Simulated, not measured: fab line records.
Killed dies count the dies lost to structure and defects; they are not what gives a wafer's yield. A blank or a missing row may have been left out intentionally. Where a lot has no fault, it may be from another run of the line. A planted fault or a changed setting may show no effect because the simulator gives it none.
fab line records ; flow rit_cmos
record lots=7; wafers=21; last_day=6
route steps=202 shown PWELL@49 WELLDRIVE@50 NWELL@51 NRETRO@53 PRETRO@64 M1@202
lots with no fault: from the same line, run without faults
start_h: hours from the record's opening day to when the first of the lot's shown wafers began ; wait_h: time in hours since the lot's previous step ; " as in the row above ; L1.1+2: a row that stands for several wafers ; - no value, or no start was given ; * or withheld: withheld ; < > ~ a bound
route shown NAME@n: NAME is a module with steps in the file, n the number in the route of the first one ; usual: mean/standard deviation taken from wafers without a fault ; same: alike in all rows ; chamber/n: place in a boat ; sites: readings site by site ; _std_site: how widely they spread, as a standard deviation ; _edge_site: inner sites' mean taken away from outer sites' mean ; radius_mm: for every site, how far away it sits from the centre of the wafer ; mask NAME#n: copy n ; behind: tool/chamber where the wafer was last shaped ; hold: what put the lot on hold/how long, in hours/how the hold closed ; device: transistor that didn't switch, given as n, p or np ; end of line: at the end of the route, the tests of the same wafers ; a step with no rows: only its recipe ; killed: the dies lost at the first sort to structure and to defects; this is not the yield of the wafer ; map: dies across one wafer; x = killed, . = not, _ = none there
set.NAME: setting as actually run; set.NAME@STEP: the setting as run at that earlier step ; model.NAME: the simulator's own value behind a step, which no gauge read
certain route steps with their lots: each step a table, each wafer a row
services: when a tool's chamber went out of use (start_h, in hours from the record's first day, below 0 if earlier), for how many hours, and the reason
## steps
# step RIT_PWELL_TW_MEAS_10
# usual PWELL_TW=937/7.5
lot.wafer;tool;chamber;start_h;wait_h;PWELL_TW
L999.1;film_metro-04;-;32.29;0.1;932
L999.2;film_metro-04;-;32.29;0.1;923
L999.4;film_metro-04;-;32.29;0.1;926
L102.3;film_metro-04;-;49.98;0.1;936
L102.5;film_metro-04;-;49.98;0.1;940
L102.6;film_metro-04;-;49.98;0.1;938
L104.1;film_metro-02;-;59.37;0.1;947
L104.4;film_metro-02;-;59.37;0.1;943
L104.5;film_metro-02;-;59.37;0.1;945
L110.2;film_metro-02;-;90.29;0.1;950
L110.5;film_metro-02;-;90.29;0.1;944
L110.6;film_metro-02;-;90.29;0.1;946
L111.4;film_metro-02;-;94.21;0.1;944
L111.5;film_metro-02;-;94.21;0.1;947
L111.6;film_metro-02;-;94.21;0.1;946
L112.2;film_metro-02;-;99.69;0.1;945
L112.5;film_metro-02;-;99.69;0.1;947
L112.6;film_metro-02;-;99.69;0.1;945
L113.1;film_metro-02;-;103.46;0.1;945
L113.5;film_metro-02;-;103.46;0.1;946
L113.6;film_metro-02;-;103.46;0.1;952
# step RIT_WELLDRIVE_ANNEAL_00
# recipe temp_c=1100; time_s=14700; ambient=N2
# step RIT_WELLDRIVE_RS_MEAS_01
# recipe thk_meas_gauge=four-point-probe
# usual NWELL_RS=275.4/0.82
lot.wafer;tool;chamber;start_h;wait_h;NWELL_RS[ohm/sq]
L999.1;film_metro-04;-;37.43;0.0;275.3
L999.2;film_metro-04;-;37.43;0.0;275.5
L999.4;film_metro-04;-;37.43;0.0;275.8
L102.3;film_metro-01;-;55.15;0.0;274.7
L102.5;film_metro-01;-;55.15;0.0;275.9
L102.6;film_metro-01;-;55.15;0.0;275.1
L104.1;film_metro-04;-;64.52;0.0;274.7
L104.4;film_metro-04;-;64.52;0.0;275.3
L104.5;film_metro-04;-;64.52;0.0;275.2
L110.2;film_metro-01;-;96.01;0.0;275.7
L110.5;film_metro-01;-;96.01;0.0;275.2
L110.6;film_metro-01;-;96.01;0.0;275.4
L111.4;film_metro-04;-;99.38;0.1;275.8
L111.5;film_metro-04;-;99.38;0.1;276.1
L111.6;film_metro-04;-;99.38;0.1;276.5
L112.2;film_metro-01;-;104.85;0.0;275.0
L112.5;film_metro-01;-;104.85;0.0;274.4
L112.6;film_metro-01;-;104.85;0.0;274.3
L113.1;film_metro-04;-;108.60;0.0;276.2
L113.5;film_metro-04;-;108.60;0.0;275.7
L113.6;film_metro-04;-;108.60;0.0;276.6
# step RIT_WELLDRIVE_RS_MEAS_02
# recipe thk_meas_gauge=four-point-probe
# usual PWELL_RS=429.8/1.1
lot.wafer;tool;chamber;start_h;wait_h;PWELL_RS[ohm/sq]
L999.1;film_metro-04;-;37.55;0.1;428.7
L999.2;film_metro-04;-;37.55;0.1;428.9
L999.4;film_metro-04;-;37.55;0.1;428.8
L102.3;film_metro-01;-;55.27;0.1;428.7
L102.5;film_metro-01;-;55.27;0.1;428.7
L102.6;film_metro-01;-;55.27;0.1;428.7
L104.1;film_metro-04;-;64.64;0.1;428.6
L104.4;film_metro-04;-;64.64;0.1;429.0
L104.5;film_metro-04;-;64.64;0.1;428.3
L110.2;film_metro-01;-;96.13;0.1;430.2
L110.5;film_metro-01;-;96.13;0.1;431.2
L110.6;film_metro-01;-;96.13;0.1;430.0
L111.4;film_metro-04;-;99.50;0.1;430.1
L111.5;film_metro-04;-;99.50;0.1;431.5
L111.6;film_metro-04;-;99.50;0.1;431.2
L112.2;film_metro-01;-;104.97;0.1;427.8
L112.5;film_metro-01;-;104.97;0.1;428.8
L112.6;film_metro-01;-;104.97;0.1;429.6
L113.1;film_metro-04;-;108.72;0.1;430.0
L113.5;film_metro-04;-;108.72;0.1;430.7
L113.6;film_metro-04;-;108.72;0.1;428.6
# step RIT_NRETRO_HMDS_00
# recipe prime_time_s=60; prime_temp_c=140
# step RIT_NRETRO_COAT_01
# recipe resist=NOVOLAK; spin_rpm=2000; resist_thk_nm=1300
# step RIT_NRETRO_SOFTBAKE_02
# recipe resist=NOVOLAK; temp_c=90; time_s=60
# step RIT_NRETRO_EXPOSE_03
# recipe mask_id=M4; na=0.57; target_cd_nm=43900; dose_mj=250
# step RIT_NRETRO_PEB_04
# recipe resist=NOVOLAK; temp_c=withheld; time_s=withheld
# step RIT_NRETRO_DEVELOP_05
# recipe resist=NOVOLAK; develop_time_s=68; dev_temp_c=23
# step RIT_NRETRO_OVL_MEAS_06
# usual NRETRO_OVL=0.1/1.5
lot.wafer;tool;chamber;start_h;wait_h;NRETRO_OVL[nm]
L999.1;overlay-02;-;38.68;-;-0.5
L999.2;overlay-02;-;38.68;-;1.0
L999.4;overlay-02;-;38.68;-;-2.1
L102.3;overlay-02;-;56.28;-;0.0
L102.5;overlay-02;-;56.28;-;1.4
L102.6;overlay-02;-;56.28;-;0.3
L104.1;overlay-01;-;65.64;-;3.7
L104.4;overlay-01;-;65.64;-;1.6
L104.5;overlay-01;-;65.64;-;2.9
L110.2;overlay-01;-;97.12;-;-0.6
L110.5;overlay-01;-;97.12;-;0.3
L110.6;overlay-01;-;97.12;-;0.8
L111.4;overlay-01;-;100.46;-;-2.0
L111.5;overlay-01;-;100.46;-;-0.7
L111.6;overlay-01;-;100.46;-;-0.2
L112.2;overlay-02;-;105.95;-;-1.3
L112.5;overlay-02;-;105.95;-;-1.0
L112.6;overlay-02;-;105.95;-;-0.5
L113.1;overlay-02;-;109.85;-;1.3
L113.5;overlay-02;-;109.85;-;1.5
L113.6;overlay-02;-;109.85;-;0.2
# step RIT_NRETRO_HARDBAKE_07
# recipe resist=NOVOLAK; temp_c=140; time_s=120
# step RIT_NRETRO_IMPLANT_08
# recipe species=P; energy_kev=70; dose_cm2=1e+13; tilt_deg=7
# usual dose_ions_cm2=9.996e+12/1e+10; implant_ion_amu=31/0
lot.wafer;tool;chamber;start_h;wait_h;dose_ions_cm2;implant_ion_amu;model.implant.rp_nm;model.implant.drp_nm
L999.1;implanter-03;0;38.97;0.2;9.992e+12;31;87.41;33.94
L999.2;implanter-03;0;38.97;0.2;1.0003e+13;31;87.41;33.94
L999.4;implanter-03;0;38.97;0.2;9.988e+12;31;87.41;33.94
L102.3;implanter-02;0;56.61;0.2;1.0005e+13;31;84.19;33.94
L102.5;implanter-02;0;56.61;0.2;9.994e+12;31;84.19;33.94
L102.6;implanter-02;0;56.61;0.2;9.989e+12;31;84.19;33.94
L104.1;implanter-04;0;65.92;0.2;1.0003e+13;31;83.99;33.94
L104.4;implanter-04;0;65.92;0.2;9.988e+12;31;83.99;33.94
L104.5;implanter-04;0;65.92;0.2;1.0022e+13;31;83.99;33.94
L110.2;implanter-04;0;97.42;0.2;9.989e+12;31;85.99;33.94
L110.5;implanter-04;0;97.42;0.2;9.993e+12;31;85.99;33.94
L110.6;implanter-04;0;97.42;0.2;9.995e+12;31;85.99;33.94
L111.4;implanter-03;0;100.80;0.2;9.999e+12;75;42.34;18.17
L111.5;implanter-03;0;100.80;0.2;9.999e+12;75;42.34;18.17
L111.6;implanter-03;0;100.80;0.2;1.0002e+13;75;42.34;18.17
L112.2;implanter-02;0;106.26;0.2;9.992e+12;75;41.18;18.17
L112.5;implanter-02;0;106.26;0.2;9.993e+12;75;41.18;18.17
L112.6;implanter-02;0;106.26;0.2;9.996e+12;75;41.18;18.17
L113.1;implanter-04;0;110.13;0.2;1e+13;75;43.57;18.17
L113.5;implanter-04;0;110.13;0.2;1.0009e+13;75;43.57;18.17
L113.6;implanter-04;0;110.13;0.2;1.0001e+13;75;43.57;18.17
# step RIT_NRETRO_STRIP_09
# recipe chemistry=O2; time_s=180; resist=NOVOLAK; platen_temp_c=withheld; power_w=500; pressure_mtorr=4000; o2_flow_sccm=4000
# usual drypump_motor_current_A=6.0/0.41; o2_flow_sccm=3998/11
lot.wafer;tool;chamber;start_h;wait_h;drypump_motor_current_A;o2_flow_sccm;rf_hours_counter_h
L999.1;plasma_asher-01;0;39.12;0.1;5.9;3990;40
L999.2;plasma_asher-01;1;39.12;0.1;6.1;4006;40
L999.4;plasma_asher-01;1;39.12;0.1;6.1;3995;-
L102.3;plasma_asher-02;1;56.76;0.1;5.7;3994;-
L102.5;plasma_asher-02;0;56.76;0.1;6.0;4002;-
L102.6;plasma_asher-02;1;56.76;0.1;5.7;3990;-
L104.1;plasma_asher-02;1;66.07;0.1;5.7;3998;41
L104.4;plasma_asher-02;0;66.07;0.1;6.0;3990;-
L104.5;plasma_asher-02;1;66.07;0.1;5.7;3986;-
L110.2;plasma_asher-04;0;97.55;0.1;6.8;4021;31
L110.5;plasma_asher-04;1;97.55;0.1;5.4;3998;-
L110.6;plasma_asher-04;0;97.55;0.1;6.8;4015;-
L111.4;plasma_asher-02;0;100.93;0.1;6.0;4013;-
L111.5;plasma_asher-02;1;100.93;0.1;5.7;3982;-
L111.6;plasma_asher-02;0;100.93;0.1;6.0;4013;-
L112.2;plasma_asher-02;1;106.38;0.1;5.7;3988;46
L112.5;plasma_asher-02;0;106.38;0.1;6.0;3991;-
L112.6;plasma_asher-02;1;106.38;0.1;5.7;3993;-
L113.1;plasma_asher-02;0;110.28;0.1;6.0;4009;47
L113.5;plasma_asher-02;0;110.28;0.1;6.0;3997;-
L113.6;plasma_asher-02;1;110.28;0.1;5.7;3988;-
# step RIT_NRETRO_TW_MEAS_10
# usual NRETRO_TW=1040/12
lot.wafer;tool;chamber;start_h;wait_h;NRETRO_TW
L999.1;film_metro-03;-;39.29;0.1;1056
L999.2;film_metro-03;-;39.29;0.1;1054
L999.4;film_metro-03;-;39.29;0.1;1056
L102.3;film_metro-03;-;56.90;0.1;1053
L102.5;film_metro-03;-;56.90;0.1;1042
L102.6;film_metro-03;-;56.90;0.1;1052
L104.1;film_metro-01;-;66.25;0.1;1028
L104.4;film_metro-01;-;66.25;0.1;1026
L104.5;film_metro-01;-;66.25;0.1;1027
L110.2;film_metro-02;-;97.73;0.1;1051
L110.5;film_metro-02;-;97.73;0.1;1049
L110.6;film_metro-02;-;97.73;0.1;1052
L111.4;film_metro-01;-;101.08;0.1;1395
L111.5;film_metro-01;-;101.08;0.1;1397
L111.6;film_metro-01;-;101.08;0.1;1391
L112.2;film_metro-03;-;106.57;0.1;1425
L112.5;film_metro-03;-;106.57;0.1;1432
L112.6;film_metro-03;-;106.57;0.1;1428
L113.1;film_metro-01;-;110.46;0.1;1387
L113.5;film_metro-01;-;110.46;0.1;1396
L113.6;film_metro-01;-;110.46;0.1;1395
# step RIT_PRETRO_HMDS_00
# recipe prime_time_s=60; prime_temp_c=140
# step RIT_M1_PROBE_99
# usual killed_at_contacts=0.1/0.38; killed_at_front_end=6.9/2.9; killed_dies=7.1/3; killed_open=3.5/2.1; killed_short=3.5/2
# same gross_dies=264; killed_at_M0_to_M3=0; killed_at_M4_up=0; killed_at_back_side=0; killed_at_other=0
lot.wafer;tool;chamber;start_h;wait_h;killed_at_contacts;killed_at_front_end;killed_dies;killed_open;killed_short
L102.3;prober-01;-;89.33;0.2;0;7;7;2;5
L102.5;prober-01;-;89.43;0.2;0;3;3;1;2
L102.6;prober-01;-;89.48;0.2;0;6;6;2;4
L112.2;prober-02;-;136.73;0.1;0;4;4;3;1
L112.5;prober-02;-;136.88;0.2;0;10;10;5;5
L112.6;prober-02;-;136.93;0.2;0;4;4;1;3
# killed by level:class
L102.3 SILICIDE:geometric_particle:short=2 FOX1:geometric_particle:open=1 FOX2:geometric_particle:short=1 FOX2:geometric_particle:open=1 GATE:geometric_particle:short=1 SPACER:geometric_particle:short=1
L102.5 GATE:geometric_particle:short=2 SPACER:geometric_particle:open=1
L102.6 FOX1:geometric_particle:short=1 FOX2:geometric_particle:short=1 GATE:geometric_particle:open=1 GATE:geometric_particle:short=1 SPACER:geometric_particle:short=1 SILICIDE:geometric_particle:open=1
L112.2 SILICIDE:geometric_particle:open=2 FOX2:geometric_particle:open=1 SILICIDE:geometric_particle:short=1
L112.5 GATE:geometric_particle:open=4 GATE:geometric_particle:short=2 ACTIVE:geometric_particle:short=1 SPACER:geometric_particle:short=1 SPACER:geometric_particle:open=1 SILICIDE:geometric_particle:short=1
L112.6 FOX1:geometric_particle:short=2 GATE:geometric_particle:short=1 REOX:geometric_particle:open=1
## services
tool;chamber;start_h;hours;kind
implanter-04;-;25.48;0.5;repair
implanter-04;-;54.61;3.2;pm
plasma_asher-04;-;67.36;4.3;pm
plasma_asher-01;-;86.36;44.0;repair
## key
first_sign step=RIT_NRETRO_IMPLANT_08; reading=implant_ion_amu; direction=up; sigmas=99+; usual=31; struck=75
effect step=RIT_NRETRO_TW_MEAS_10; reading=NRETRO_TW; direction=up; sigmas=31; usual=1040; struck=1405
model_effect step=RIT_NRETRO_IMPLANT_08; value=implant.rp_nm; without=85.03; struck=42.36
met_at RIT_NRETRO_IMPLANT_08
struck_wafers L111.4,L111.5,L111.6,L112.2,L112.5,L112.6,L113.1,L113.5,L113.6
tester_left_out L111,L112,L113
onset_between 97.42 100.80
fault kind=wrong_recipe_download; tool=implanter-02,implanter-03,implanter-04; chamber=-; onset_h=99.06; steps=RIT_NRETRO_IMPLANT_08; wrong_recipe.not_listed=1
# tester_left_out: of these lots the tester's yield and bins aren't shown, on N5 and GAA mostly nor the transistor test; their killed dies are dies lost to structure and defects alone, not to doping, threshold or leakage, so they don't give the yield
